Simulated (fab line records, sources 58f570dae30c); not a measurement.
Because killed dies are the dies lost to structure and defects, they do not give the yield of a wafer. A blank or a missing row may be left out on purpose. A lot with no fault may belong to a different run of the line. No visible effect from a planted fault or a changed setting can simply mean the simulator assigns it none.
fab line records | flow berkeley-cmos170 | part 1 of 2: steps 1 to 32 of 44
record: lots: 5 wafers: 15 last-day: 10
route steps=331 shown FIELD@94 SACOX@97 SCREENOX@100 NVT@104 PVT@115 GATE@125
lots that met no fault: from a run of the same line without faults
start-h: hours from the record's opening day to when the first of the lot's shown wafers began | wait-h: time in hours since the lot's previous step | " identical to the entry in the row above | L1.1+2: a row that stands for several wafers | - no value present, or no start provided | * or withheld: withheld | < > ~ a bound
route shown NAME@n: NAME is a module with steps in the file, n the number in the route of the first one | usual: mean/standard deviation of fault-free wafers | same: alike in all rows | chamber/n: place in a boat | sites: each site's reading | _std_site: the values' standard deviation | _edge_site: inner sites' mean taken away from outer sites' mean | radius-mm: how far each site lies from the wafer's centre | mask NAME#n: copy n | behind: tool/chamber where the wafer was last shaped | hold: cause of the lot's hold/its duration in hours/its outcome | device: the n, p or np transistor that did not switch | end of line: the same wafers' tests at the end of the route | a step given without rows: its recipe and nothing more | killed: dies that structure and defects cost at the first sort, which is not the same as the wafer's yield | map: dies across one wafer; x = killed, . = not, _ = none there
set.NAME: the setting that was run; set.NAME@STEP: the one run at that earlier step | model.NAME: the simulator's own value behind a step, which no gauge read
lots at some steps of the route; a table a step, a row a wafer
services: when a tool's chamber went out of use (start-h, in hours from the record's first day, below 0 if earlier), for how many hours, and the reason
== steps ==
step: UCB170_FIELD_WET_ETCH_05
recipe: chemistry: H3PO4 target: Si3N4 temp-c: 160 time-s: 12600
columns lot.wafer tool chamber start-h wait-h
L075.3+4+5 wet-bench-03 3 111.15 0.0
L078.2+3+4 wet-bench-03 3 123.91 0.0
L080.3+4+5 wet-bench-03 2 136.24 0.0
L083.4+5+6 wet-bench-03 2 146.76 0.0
L085.1+4+6 wet-bench-04 0 160.14 0.0
step: UCB170_FIELD_WET_ETCH_06
recipe: chemistry: BOE dilution: 5:1 target: SiO2 temp-c: 25 time-s: 22
columns lot.wafer tool chamber start-h wait-h
L075.3+4+5 wet-bench-03 3 114.83 0.2
L078.2+3+4 wet-bench-03 1 127.59 0.2
L080.3+4+5 wet-bench-03 1 139.75 0.0
L083.4+5+6 wet-bench-03 3 150.64 0.1
L085.1+4+6 wet-bench-03 3 163.65 0.0
step: UCB170_FIELD_THK_MEAS_90
recipe: reads: SiO2_of_FIELD_OXIDATION_01
usual: FIELD_OXIDE_LEFT_1_THK: 444/8.4
columns lot.wafer tool chamber start-h wait-h FIELD_OXIDE_LEFT_1_THK[nm]
L075.3 film-metro-01 - 114.86 0.0 466
L075.4 " - " " 474
L075.5 " - " " 464
L078.2 film-metro-03 - 127.62 0.0 441
L078.3 " - " " 445
L078.4 " - " " 443
L080.3 film-metro-04 - 139.89 0.1 438
L080.4 " - " " 425
L080.5 " - " " 442
L083.4 film-metro-04 - 150.69 0.0 445
L083.5 " - " " 446
L083.6 " - " " 450
L085.1 film-metro-04 - 163.66 0.0 445
L085.4 " - " " 443
L085.6 " - " " 444
step: UCB170_SACOX_CLEAN_00
recipe: chemistry: dHF dilution: 25:1 time-s: 7.5
columns lot.wafer tool chamber start-h wait-h
L075.3+4+5 wet-bench-03 2 114.90 0.0
L078.2+3+4 wet-bench-03 3 127.67 0.0
L080.3+4+5 wet-bench-02 3 139.93 0.0
L083.4+5+6 wet-bench-02 2 150.95 0.3
L085.1+4+6 wet-bench-03 3 163.72 0.1
step: UCB170_SACOX_OXIDATION_01
recipe: temp-c: 900 ambient: O2 target-thk-a: 144 ox-time-s: 2400
columns lot.wafer tool chamber start-h wait-h
L075.3+4+5 furnace-02 0 118.56 3.6
L078.2+3+4 furnace-01 0 129.61 1.9
L080.3+4+5 furnace-04 0 143.47 3.5
L083.4+5+6 furnace-01 0 151.21 0.2
L085.1+4+6 furnace-02 0 166.90 3.2
step: UCB170_SACOX_THK_MEAS_02
recipe: reads: SiO2_of_SACOX_OXIDATION_01
usual: SACOX_OXIDE_THK: 14.2/0.31
columns lot.wafer tool chamber start-h wait-h SACOX_OXIDE_THK[nm]
L075.3 film-metro-04 - 120.25 0.0 14.0
L075.4 " - " " 14.0
L075.5 " - " " 13.8
L078.2 film-metro-03 - 131.29 0.0 14.2
L078.3 " - " " 14.4
L078.4 " - " " 14.2
L080.3 film-metro-04 - 145.28 0.1 14.7
L080.4 " - " " 14.7
L080.5 " - " " 14.6
L083.4 film-metro-03 - 152.91 0.0 13.5
L083.5 " - " " 13.4
L083.6 " - " " 13.2
L085.1 film-metro-03 - 168.63 0.1 14.0
L085.4 " - " " 14.3
L085.6 " - " " 14.1
step: UCB170_SCREENOX_WET_ETCH_00
recipe: chemistry: dHF dilution: 25:1 target: SiO2 temp-c: 25 time-s: 200
columns lot.wafer tool chamber start-h wait-h
L075.3+4+5 wet-bench-03 3 120.29 0.0
L078.2+3+4 wet-bench-03 3 131.34 0.0
L080.3+4+5 wet-bench-03 3 145.32 0.0
L083.4+5+6 wet-bench-02 2 153.05 0.1
L085.1+4+6 wet-bench-02 3 168.69 0.1
step: UCB170_SCREENOX_OXIDATION_01
recipe: temp-c: 900 ambient: O2 target-thk-a: 144 ox-time-s: 2400
columns lot.wafer tool chamber start-h wait-h
L075.3+4+5 furnace-03 0 122.49 2.1
L078.2+3+4 furnace-04 0 133.22 1.8
L080.3+4+5 furnace-04 0 147.74 2.4
L083.4+5+6 furnace-03 0 153.57 0.4
L085.1+4+6 furnace-03 0 170.32 1.6
step: UCB170_SCREENOX_THK_MEAS_02
recipe: reads: SiO2_of_SCREENOX_OXIDATION_01
usual: SCREENOX_OXIDE_THK: 14.16/0.25
columns lot.wafer tool chamber start-h wait-h SCREENOX_OXIDE_THK[nm]
L075.3 film-metro-04 - 124.17 0.0 14.71
L075.4 " - " " 14.25
L075.5 " - " " 14.57
L078.2 film-metro-04 - 134.90 0.0 14.42
L078.3 " - " " 14.41
L078.4 " - " " 14.43
L080.3 film-metro-04 - 149.48 0.1 14.31
L080.4 " - " " 14.56
L080.5 " - " " 14.43
L083.4 film-metro-01 - 155.26 0.0 14.10
L083.5 " - " " 13.99
L083.6 " - " " 13.97
L085.1 film-metro-01 - 171.98 0.0 13.95
L085.4 " - " " 14.11
L085.6 " - " " 13.99
step: UCB170_SCREENOX_ANNEAL_03
recipe: temp-c: 900 time-s: 900 ambient: N2
columns lot.wafer tool chamber start-h wait-h
L075.3+4+5 furnace-04 0 126.47 2.3
L078.2+3+4 furnace-01 0 136.61 1.7
L080.3+4+5 furnace-04 0 150.65 1.2
L083.4+5+6 furnace-04 0 158.42 3.1
L085.1+4+6 furnace-01 0 174.06 2.1
step: UCB170_NVT_HMDS_00
recipe: prime-time-s: 60 prime-temp-c: 100
columns lot.wafer tool chamber start-h wait-h
L075.3+4+5 litho-track-03 0 128.33 0.6
L078.2+3+4 litho-track-03 0 137.90 0.0
L080.3+4+5 litho-track-03 0 152.48 0.6
L083.4+5+6 litho-track-04 0 159.74 0.1
L085.1+4+6 litho-track-04 0 175.54 0.2
step: UCB170_NVT_COAT_01
recipe: resist: KrF spin-rpm: 1500 resist-thk-nm: 900
usual: spin-speed-rpm: 1499.9/0.89
columns lot.wafer tool chamber start-h wait-h spin-speed-rpm
L075.3 litho-track-03 0 128.48 0.1 1500.9
L075.4 " 0 " " 1501.1
L075.5 " 0 " " 1501.2
L078.2 litho-track-03 0 138.05 0.1 1500.6
L078.3 " 0 " " 1499.4
L078.4 " 0 " " 1499.4
L080.3 litho-track-03 0 152.63 0.1 1500.4
L080.4 " 0 " " 1500.6
L080.5 " 0 " " 1500.9
L083.4 litho-track-04 0 159.89 0.1 1500.7
L083.5 " 0 " " 1500.5
L083.6 " 0 " " 1501.3
L085.1 litho-track-04 0 175.69 0.1 1500.9
L085.4 " 0 " " 1501.9
L085.6 " 0 " " 1499.2
step: UCB170_NVT_SOFTBAKE_02
recipe: resist: KrF temp-c: 130 time-s: 60
usual: heater-power-total-W: 56.80/0.048
columns lot.wafer tool chamber start-h wait-h heater-power-total-W
L075.3 litho-track-03 0 128.63 0.1 56.80
L075.4 " 0 " " 56.79
L075.5 " 0 " " 56.77
L078.2 litho-track-03 0 138.20 0.1 56.87
L078.3 " 0 " " 56.87
L078.4 " 0 " " 56.75
L080.3 litho-track-03 0 152.78 0.1 56.80
L080.4 " 0 " " 56.80
L080.5 " 0 " " 56.81
L083.4 litho-track-04 0 160.04 0.1 56.80
L083.5 " 0 " " 56.82
L083.6 " 0 " " 56.75
L085.1 litho-track-04 0 175.84 0.1 56.78
L085.4 " 0 " " 56.74
L085.6 " 0 " " 56.80
step: UCB170_NVT_EXPOSE_03
recipe: mask-id: PWELL target-cd-nm: 3000 na: 0.5 sigma-outer: 0.6 source-shape: conventional dose-mj: 30
same: na: 0.5
columns lot.wafer tool chamber start-h wait-h mask
L075.3+4+5 krf-scanner-02 0 - - PWELL#0
L078.2+3+4 krf-scanner-01 0 138.63 0.4 PWELL#0
L080.3+4+5 krf-scanner-01 0 153.04 0.2 PWELL#0
L083.4+5+6 krf-scanner-01 0 160.34 0.3 PWELL#0
L085.1+4+6 krf-scanner-02 0 176.36 0.5 PWELL#0
step: UCB170_NVT_PEB_04
recipe: peb-temp-c: 130 peb-time-s: withheld resist: KrF
usual: heater-power-total-W: 56.81/0.043
columns lot.wafer tool chamber start-h wait-h heater-power-total-W
L075.3 litho-track-03 0 - - 56.83
L075.4 " 0 " " 56.84
L075.5 " 0 " " 56.76
L078.2 litho-track-04 0 138.75 0.1 56.78
L078.3 " 0 " " 56.78
L078.4 " 0 " " 56.81
L080.3 litho-track-03 0 153.48 0.4 56.79
L080.4 " 0 " " 56.75
L080.5 " 0 " " 56.86
L083.4 litho-track-03 0 160.49 0.1 56.83
L083.5 " 0 " " 56.83
L083.6 " 0 " " 56.74
L085.1 litho-track-04 0 176.81 0.4 56.83
L085.4 " 0 " " 56.82
L085.6 " 0 " " 56.78
step: UCB170_NVT_DEVELOP_05
recipe: developer: TMAH develop-time-s: 45 resist: KrF dev-temp-c: 21
columns lot.wafer tool chamber start-h wait-h
L075.3+4+5 litho-track-03 0 - -
L078.2+3+4 litho-track-04 0 - -
L080.3+4+5 litho-track-03 0 - -
L083.4+5+6 litho-track-03 0 - -
L085.1+4+6 litho-track-04 0 - -
step: UCB170_NVT_OVL_MEAS_06
usual: NVT_OVL: 0/4.5
columns lot.wafer tool chamber start-h wait-h NVT_OVL[nm]
L075.3 overlay-02 - 130.29 - -4
L075.4 " - " " 3
L075.5 " - " " -2
L078.2 overlay-01 - 139.01 - -4
L078.3 " - " " 1
L078.4 " - " " 4
L080.3 overlay-01 - 153.72 - 1
L080.4 " - " " -2
L080.5 " - " " -6
L083.4 overlay-02 - 160.70 - 1
L083.5 " - " " 5
L083.6 " - " " 3
L085.1 overlay-01 - 177.09 - -1
L085.4 " - " " -1
L085.6 " - " " 6
step: UCB170_NVT_IMPLANT_07
recipe: species: BF2 dose-cm2: 2.925e+12 energy-kev: 50 tilt-deg: 7
usual: tilt-deg: 7.003/0.017
columns lot.wafer tool chamber start-h wait-h tilt-deg
L075.3 implanter-01 0 130.36 0.1 6.999
L075.4 " 0 " " 7.001
L075.5 " 0 " " 6.999
L078.2 implanter-04 0 139.06 0.0 7.027
L078.3 " 0 " " 6.997
L078.4 " 0 " " 7.032
L080.3 implanter-01 0 153.79 0.1 7.017
L080.4 " 0 " " 7.013
L080.5 " 0 " " 6.988
L083.4 implanter-01 0 160.80 0.1 7.010
L083.5 " 0 " " 7.024
L083.6 " 0 " " 6.980
L085.1 implanter-01 0 177.12 0.0 7.010
L085.4 " 0 " " 7.018
L085.6 " 0 " " 7.006
step: UCB170_NVT_STRIP_08
recipe: chemistry: O2 power-w: 400 pressure-mtorr: 3500 platen-temp-c: withheld o2-flow-sccm: 400 overash-fraction: 0.5
usual: chamber-pressure-mTorr: 3500/3.1 drypump-motor-current-A: 5.97/0.29 oes-product-au: 0.734/0.0042 strip-time-to-endpoint-s: 21.59/0.073
columns lot.wafer tool chamber start-h wait-h chamber-pressure-mTorr drypump-motor-current-A oes-product-au rf-hours-counter-h strip-time-to-endpoint-s
L075.3 plasma-asher-02 1 130.49 0.1 3503 5.95 0.734 - 21.59
L075.4 " 0 " " 3501 6.02 0.740 - 21.63
L075.5 " 1 " " 3504 5.95 0.742 - 21.63
L078.2 plasma-asher-01 1 139.19 0.1 3499 6.26 0.728 43 21.58
L078.3 " 0 " " 3500 5.55 0.728 - 21.56
L078.4 " 1 " " 3503 6.26 0.733 - 21.59
L080.3 plasma-asher-01 1 153.92 0.1 3501 6.29 0.738 - 21.61
L080.4 " 0 " " 3497 5.59 0.735 - 21.59
L080.5 " 1 " " 3502 6.28 0.731 - 21.58
L083.4 plasma-asher-03 1 160.91 0.1 3494 5.71 0.730 - 21.74
L083.5 " 1 " " 3501 5.76 0.733 - 21.71
L083.6 " 0 " " 3504 6.32 0.729 - 21.69
L085.1 plasma-asher-01 0 177.27 0.1 3503 5.52 0.727 47 21.65
L085.4 " 1 " " 3496 6.23 0.740 - 21.62
L085.6 " 1 " " 3496 6.27 0.725 - 21.59
step: UCB170_NVT_TW_MEAS_09
usual: NVT_TW: 520/4.9
columns lot.wafer tool chamber start-h wait-h NVT_TW
L075.3 film-metro-03 - 130.58 0.1 518
L075.4 " - " " 517
L075.5 " - " " 515
L078.2 film-metro-03 - 139.30 0.1 519
L078.3 " - " " 515
L078.4 " - " " 514
L080.3 film-metro-03 - 154.01 0.1 511
L080.4 " - " " 513
L080.5 " - " " 512
L083.4 film-metro-03 - 161.00 0.1 512
L083.5 " - " " 511
L083.6 " - " " 513
L085.1 film-metro-02 - 177.37 0.1 522
L085.4 " - " " 523
L085.6 " - " " 522
step: UCB170_NVT_CLEAN_10
recipe: chemistry: SPM temp-c: 120 time-s: 600
columns lot.wafer tool chamber start-h wait-h
L075.3+4+5 wet-bench-02 2 130.62 0.0
L078.2+3+4 wet-bench-02 0 139.52 0.2
L080.3+4+5 wet-bench-01 1 154.05 0.0
L083.4+5+6 wet-bench-01 2 163.42 2.4
L085.1+4+6 wet-bench-01 0 177.43 0.1
step: UCB170_PVT_HMDS_00
recipe: prime-time-s: 60 prime-temp-c: 100
columns lot.wafer tool chamber start-h wait-h
L075.3+4+5 litho-track-01 0 131.50 0.7
L078.2+3+4 litho-track-04 0 139.72 0.0
L080.3+4+5 litho-track-01 0 154.67 0.4
L083.4+5+6 litho-track-01 0 163.69 0.1
L085.1+4+6 litho-track-01 0 177.68 0.1
step: UCB170_PVT_COAT_01
recipe: resist: KrF spin-rpm: 1500 resist-thk-nm: 900
usual: spin-speed-rpm: 1500.0/0.85
columns lot.wafer tool chamber start-h wait-h spin-speed-rpm
L075.3 litho-track-01 0 131.65 0.1 1499.5
L075.4 " 0 " " 1499.5
L075.5 " 0 " " 1499.4
L078.2 litho-track-04 0 139.87 0.1 1499.8
L078.3 " 0 " " 1501.1
L078.4 " 0 " " 1500.0
L080.3 litho-track-01 0 154.82 0.1 1499.4
L080.4 " 0 " " 1499.9
L080.5 " 0 " " 1501.2
L083.4 litho-track-01 0 163.84 0.1 1499.8
L083.5 " 0 " " 1500.2
L083.6 " 0 " " 1500.5
L085.1 litho-track-01 0 177.83 0.1 1499.9
L085.4 " 0 " " 1499.8
L085.6 " 0 " " 1501.6
step: UCB170_PVT_SOFTBAKE_02
recipe: resist: KrF temp-c: 130 time-s: 60
usual: heater-power-total-W: 56.80/0.047
columns lot.wafer tool chamber start-h wait-h heater-power-total-W
L075.3 litho-track-01 0 131.80 0.1 56.80
L075.4 " 0 " " 56.79
L075.5 " 0 " " 56.80
L078.2 litho-track-04 0 140.02 0.1 56.85
L078.3 " 0 " " 56.83
L078.4 " 0 " " 56.82
L080.3 litho-track-01 0 154.97 0.1 56.87
L080.4 " 0 " " 56.79
L080.5 " 0 " " 56.75
L083.4 litho-track-01 0 163.99 0.1 56.83
L083.5 " 0 " " 56.78
L083.6 " 0 " " 56.81
L085.1 litho-track-01 0 177.98 0.1 56.80
L085.4 " 0 " " 56.79
L085.6 " 0 " " 56.84
step: UCB170_PVT_EXPOSE_03
recipe: mask-id: NWELL target-cd-nm: 3000 na: 0.5 sigma-outer: 0.6 source-shape: conventional dose-mj: 30
same: na: 0.5
columns lot.wafer tool chamber start-h wait-h mask
L075.3+4+5 krf-scanner-02 0 131.96 0.1 NWELL#0
L078.2+3+4 krf-scanner-01 0 140.25 0.2 NWELL#0
L080.3+4+5 krf-scanner-02 0 155.11 0.1 NWELL#0
L083.4+5+6 krf-scanner-01 0 164.12 0.1 NWELL#0
L085.1+4+6 krf-scanner-01 0 178.35 0.3 NWELL#0
step: UCB170_PVT_PEB_04
recipe: peb-temp-c: 130 peb-time-s: withheld resist: KrF
usual: heater-power-total-W: 56.81/0.047
columns lot.wafer tool chamber start-h wait-h heater-power-total-W
L075.3 litho-track-01 0 132.40 0.4 56.81
L075.4 " 0 " " 56.78
L075.5 " 0 " " 56.83
L078.2 litho-track-04 0 140.45 0.2 56.79
L078.3 " 0 " " 56.83
L078.4 " 0 " " 56.77
L080.3 litho-track-02 0 155.37 0.2 56.79
L080.4 " 0 " " 56.77
L080.5 " 0 " " 56.82
L083.4 litho-track-01 0 164.59 0.4 56.82
L083.5 " 0 " " 56.75
L083.6 " 0 " " 56.82
L085.1 litho-track-02 0 178.97 0.6 56.79
L085.4 " 0 " " 56.83
L085.6 " 0 " " 56.83
step: UCB170_PVT_DEVELOP_05
recipe: developer: TMAH develop-time-s: 45 resist: KrF dev-temp-c: 21
columns lot.wafer tool chamber start-h wait-h
L075.3+4+5 litho-track-01 0 - -
L078.2+3+4 litho-track-04 0 - -
L080.3+4+5 litho-track-02 0 - -
L083.4+5+6 litho-track-01 0 - -
L085.1+4+6 litho-track-02 0 - -
step: UCB170_PVT_OVL_MEAS_06
usual: PVT_OVL: 4/5.3
columns lot.wafer tool chamber start-h wait-h PVT_OVL[nm]
L075.3 overlay-02 - 132.64 - 8
L075.4 " - " " -3
L075.5 " - " " -6
L078.2 overlay-02 - 140.70 - 1
L078.3 " - " " 5
L078.4 " - " " -7
L080.3 overlay-01 - 155.61 - 6
L080.4 " - " " 17
L080.5 " - " " 7
L083.4 overlay-01 - 164.80 - 3
L083.5 " - " " 7
L083.6 " - " " 3
L085.1 overlay-01 - 179.24 - -4
L085.4 " - " " 5
L085.6 " - " " 0
step: UCB170_PVT_IMPLANT_07
recipe: species: P dose-cm2: 2e+12 energy-kev: 30 tilt-deg: 7
usual: tilt-deg: 7.002/0.022
columns lot.wafer tool chamber start-h wait-h tilt-deg
L075.3 implanter-03 0 132.86 0.2 6.994
L075.4 " 0 " " 6.980
L075.5 " 0 " " 6.978
L078.2 implanter-01 0 140.76 0.0 6.964
L078.3 " 0 " " 6.995
L078.4 " 0 " " 6.996
L080.3 implanter-04 0 155.68 0.1 7.010
L080.4 " 0 " " 7.019
L080.5 " 0 " " 6.980
L083.4 implanter-04 0 164.90 0.1 6.994
L083.5 " 0 " " 7.008
L083.6 " 0 " " 7.007
L085.1 implanter-04 0 179.28 0.0 7.020
L085.4 " 0 " " 7.000
L085.6 " 0 " " 7.000
step: UCB170_PVT_STRIP_08
recipe: chemistry: O2 power-w: 400 pressure-mtorr: 3500 platen-temp-c: withheld o2-flow-sccm: 400 overash-fraction: 0.5
usual: chamber-pressure-mTorr: 3500/3.3 drypump-motor-current-A: 5.8/0.4 oes-product-au: 0.735/0.0046 strip-time-to-endpoint-s: 21.62/0.072
columns lot.wafer tool chamber start-h wait-h chamber-pressure-mTorr drypump-motor-current-A oes-product-au rf-hours-counter-h strip-time-to-endpoint-s
L075.3 plasma-asher-04 1 132.99 0.1 3500 5.2 0.738 - 21.58
L075.4 " 0 " " 3505 6.1 0.735 - 21.60
L075.5 " 1 " " 3500 5.2 0.727 - 21.54
L078.2 plasma-asher-01 1 140.88 0.1 3498 6.3 0.726 43 21.69
L078.3 " 1 " " 3495 6.3 0.734 - 21.72
L078.4 " 0 " " 3503 5.5 0.738 - 21.75
L080.3 plasma-asher-01 1 155.81 0.1 3505 6.3 0.732 - 21.64
L080.4 " 0 " " 3499 5.6 0.740 - 21.57
L080.5 " 0 " " 3500 5.6 0.733 - 21.63
L083.4 plasma-asher-01 1 165.00 0.1 3502 6.3 0.733 - 21.76
L083.5 " 0 " " 3506 5.6 0.738 - 21.72
L083.6 " 1 " " 3499 6.3 0.728 - 21.68
L085.1 plasma-asher-04 1 179.43 0.1 3505 5.2 0.732 6 21.63
L085.4 " 0 " " 3500 6.1 0.745 - 21.54
L085.6 " 0 " " 3504 6.1 0.731 - 21.58
step: UCB170_PVT_TW_MEAS_09
usual: PVT_TW: 505/3.7
columns lot.wafer tool chamber start-h wait-h PVT_TW
L075.3 film-metro-03 - 133.08 0.1 508
L075.4 " - " " 506
L075.5 " - " " 506
L078.2 film-metro-03 - 140.99 0.1 506
L078.3 " - " " 508
L078.4 " - " " 506
L080.3 film-metro-04 - 155.90 0.1 504
L080.4 " - " " 504
L080.5 " - " " 504
L083.4 film-metro-04 - 165.10 0.1 503
L083.5 " - " " 503
L083.6 " - " " 507
L085.1 film-metro-04 - 179.53 0.1 505
L085.4 " - " " 499
L085.6 " - " " 501
step: UCB170_GATE_WET_ETCH_00
recipe: chemistry: dHF dilution: 25:1 target: SiO2 temp-c: 25 time-s: 200
columns lot.wafer tool chamber start-h wait-h
L075.3+4+5 wet-bench-03 0 133.32 0.2
L078.2+3+4 wet-bench-03 1 141.04 0.0
L080.3+4+5 wet-bench-03 3 155.94 0.0
L083.4+5+6 wet-bench-03 3 165.14 0.0
L085.1+4+6 wet-bench-01 1 179.59 0.1
